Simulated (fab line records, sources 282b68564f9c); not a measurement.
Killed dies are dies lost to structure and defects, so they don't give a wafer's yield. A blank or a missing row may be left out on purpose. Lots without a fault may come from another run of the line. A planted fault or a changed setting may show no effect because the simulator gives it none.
fab line records | flow rit_cmos
record lots=14 wafers=42 last_day=7
route steps=202 shown NWELL@29 M1@202
lots that met no fault: from a run of the same line without faults
start_h: hours from the record's first day to the start of the lot's first wafer shown | wait_h: hours since the lot's step before | " the same as in the row above | L1.1+2: a row that stands for several wafers | - no value, or no start given | * or withheld: withheld | < > ~ a bound
route shown NAME@n: a module of which the file shows steps, and the number in the route of the first | usual: mean/standard deviation of fault-free wafers | same: alike in all rows | chamber/n: place in a boat | sites: the reading at each site | _std_site: their standard deviation | _edge_site: outer sites' mean less inner sites' | radius_mm: how far each site lies from the wafer's centre | mask NAME#n: copy n | behind: the tool/chamber that last shaped the wafer | hold: why the lot was held/for how many hours/how that ended | device: the transistor (n, p or np) that didn't switch | end of line: the same wafers' tests at the end of the route | a step without rows: its recipe alone | killed: dies lost to structure and defects at the first sort, not the wafer's yield | map: a wafer's dies, x killed, . not, _ none there
set.NAME: the setting as run; set.NAME@STEP: as run at that earlier step | model.NAME: the simulator's own value behind a step, which no gauge read
steps of the route over a sample of lots; a table a step, a row a wafer
## steps
# step RIT_NWELL_COAT_01
# recipe resist=NOVOLAK spin_rpm=2000 resist_thk_nm=1300
# usual spin_speed_rpm=1999.7/1.3
# columns lot.wafer tool chamber start_h wait_h spin_speed_rpm
L253.3 litho_track-04 0 19.58 0.1 2001.2
L253.4 " 0 " " 2000.6
L253.6 " 0 " " 2001.3
L254.1 litho_track-04 0 24.56 0.1 2000.3
L254.3 " 0 " " 1998.2
L254.6 " 0 " " 2000.4
L256.2 litho_track-03 0 36.19 0.1 2001.8
L256.3 " 0 " " 1999.6
L256.5 " 0 " " 1998.6
L257.1 litho_track-01 0 40.05 0.1 2000.1
L257.4 " 0 " " 1999.3
L257.6 " 0 " " 1999.6
L258.3 litho_track-03 0 44.52 0.1 1999.5
L258.4 " 0 " " 1999.0
L258.5 " 0 " " 2000.4
L259.2 litho_track-04 0 49.55 0.1 1999.3
L259.5 " 0 " " 1998.5
L259.6 " 0 " " 1999.3
L260.1 litho_track-04 0 55.86 0.1 2000.5
L260.3 " 0 " " 1999.2
L260.4 " 0 " " 1999.8
L261.1 litho_track-04 0 60.57 0.1 1998.6
L261.2 " 0 " " 1999.6
L261.4 " 0 " " 2000.3
L262.2 litho_track-01 0 66.39 0.1 1998.5
L262.4 " 0 " " 1998.0
L262.6 " 0 " " 1999.0
L264.4 litho_track-01 0 74.75 0.1 1999.4
L264.5 " 0 " " 1999.1
L264.6 " 0 " " 1999.8
L265.3 litho_track-01 0 80.78 0.1 1861.8
L265.4 " 0 " " 1861.3
L265.5 " 0 " " 1860.7
L266.2 litho_track-04 0 85.21 0.1 1999.2
L266.3 " 0 " " 1997.4
L266.5 " 0 " " 1998.0
L268.3 litho_track-01 0 94.57 0.1 1860.9
L268.4 " 0 " " 1860.6
L268.5 " 0 " " 1861.4
L274.2 litho_track-04 0 126.05 0.1 1997.4
L274.4 " 0 " " 1997.9
L274.6 " 0 " " 1998.7
# step RIT_M1_PROBE_99
# usual killed_at_contacts=0.1/0.31 killed_at_front_end=6.3/3 killed_dies=6.4/3 killed_open=3/1.9 killed_short=3.4/1.9
# same gross_dies=264 killed_at_M0_to_M3=0 killed_at_M4_up=0 killed_at_back_side=0 killed_at_other=0
# columns lot.wafer tool chamber start_h wait_h killed_at_contacts killed_at_front_end killed_dies killed_open killed_short
L268.3 prober-02 - 135.63 0.2 0 4 4 3 1
L268.4 prober-02 - 135.68 0.2 0 3 3 1 2
L268.5 prober-02 - 135.73 0.2 0 10 10 2 8
# killed by level:class
L268.3 GATE:geometric_particle:open=1 GATE:geometric_particle:short=1 REOX:geometric_particle:open=1 SILICIDE:geometric_particle:open=1
L268.4 GATE:geometric_particle:short=1 REOX:geometric_particle:short=1 SPACER:geometric_particle:open=1
L268.5 GATE:geometric_particle:short=4 SPACER:geometric_particle:short=3 GATE:geometric_particle:open=2 ACTIVE:geometric_particle:short=1
## key
first_sign step=RIT_NWELL_COAT_01 reading=spin_speed_rpm direction=down sigmas=99+ usual=1999.7 struck=1861.1
effect none on later readings
met_at RIT_NWELL_COAT_01
struck_lots L265,L268
tester_left_out L265,L268
onset_between 74.75 80.78
fault kind=process_parameter_drift tool=litho_track-01 chamber=- onset_h=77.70 steps=RIT_NWELL_COAT_01 channel=spin_rpm offset=-138.26 shape=step end_h=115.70 acts_in=these_recipes_only stated=2000
# tester_left_out: of these lots the tester's yield and bins aren't shown, on N5 and GAA mostly nor the transistor test; their killed dies are dies lost to structure and defects alone, not to doping, threshold or leakage, so they don't give the yield
